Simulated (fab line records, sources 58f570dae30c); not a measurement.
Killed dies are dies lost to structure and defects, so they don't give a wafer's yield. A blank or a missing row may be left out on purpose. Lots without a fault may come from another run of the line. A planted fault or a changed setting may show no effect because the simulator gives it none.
Problem report in the 8D (eight disciplines) form, filled by code | flow berkeley_cmos170 | the parts of the form that need people (team, actions taken, sign-off) are left out

1. THE PROBLEM
rf_fwd_power_W at UCB170_ACTIVE_ETCH_15 reads a mean of 375.8 W on 6 wafers of 2 lots; wafers without a fault read 448.3 W with a standard deviation of 1.6. That is -45 standard deviations from the usual mean.
The step: etches Si3N4 in CH3F/Ar/O2, stops on SiO2, target depth 242 nm, time 151 s.
First seen on wafer L717.1, day 6 07:31, on rie_diel-04. The record holds 42 wafers of 14 lots with a number at this step. Rule for "out", or "out of limits": more than 4 standard deviations from the usual mean. The other wafers with a number count as sound.

2. WHAT IT IS AND WHAT IT IS NOT
question                    | is                     | is not
which readings at this step | rf_fwd_power_W         | drypump_motor_current_A, oes_product_au, throttle_valve_pct
which lots                  | L717, L718             | L707, L708, L709, L710, L712, L719, L720, L723, L725, L726, L727, L730
which wafers of those lots  | all that have a number | -
read on which tools         | rie_diel-04            | rie_diel-01, rie_diel-03
when                        | from day 6 07:31       | up to then (15 sound wafers); but 21 sound wafers of L719, L720, L723, L725, L726, L727, L730 came after

3. SUSPECTS, AND WHAT RULES EACH OUT
Counting: a tool at a process step up to the reading stays a suspect if it ran every lot that is out and no sound lot after the first of them.
- rie_diel-04 at UCB170_ACTIVE_ETCH_15 (etches Si3N4 in CH3F/Ar/O2, stops on SiO2, target depth 242 nm, time 151 s): kept. It ran every lot that is out, first L717 (day 6 07:31), and no sound lot after that; its last sound lot up to then is L710 (day 5 01:13). Its own readings are out on those wafers: rf_fwd_power_W.
Left after counting: rie_diel-04 at UCB170_ACTIVE_ETCH_15.

4. THE CAUSE (what the simulator had put in)
Process parameter drift: rie_diel-04, from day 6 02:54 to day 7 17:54, at UCB170_ACTIVE_ETCH_15. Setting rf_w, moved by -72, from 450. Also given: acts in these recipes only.
Counting left only this tool.

5. THE CHAIN OF EFFECTS, in route order
Each row: a reading whose mean over the struck wafers that have a number lies more than 3 standard deviations from the usual. Only readings for which the record gives a usual standard deviation are gone through. hours: the time from each lot's start at the first step in this table that gives one to its start at this step, as a median over the lots. sigmas: the change in usual standard deviations.
hours | step                   | reading                  | usual   | on struck wafers | change | sigmas
0     | UCB170_ACTIVE_ETCH_15  | rf_fwd_power_W           | 448.3 W | 375.8            | -72.5  | -45
0     | UCB170_ACTIVE_STRIP_16 | strip_time_to_endpoint_s | 18.12 s | 18.50            | +0.38  | +4.7
The process steps in it:
- UCB170_ACTIVE_ETCH_15: etches Si3N4 in CH3F/Ar/O2, stops on SiO2, target depth 242 nm, time 151 s.
- UCB170_ACTIVE_STRIP_16: strips in O2.
Later measuring or inspecting steps at which every struck wafer that the step has a row for has a number for every such reading, and none has moved that far: UCB170_CONTACT_OVL_MEAS_16, UCB170_M2_CD_MEAS_90.

6. WHAT WOULD HAVE CAUGHT IT SOONER
In this record the first reading out of limits was taken at day 6 07:31, 5 hours after the fault began at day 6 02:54.
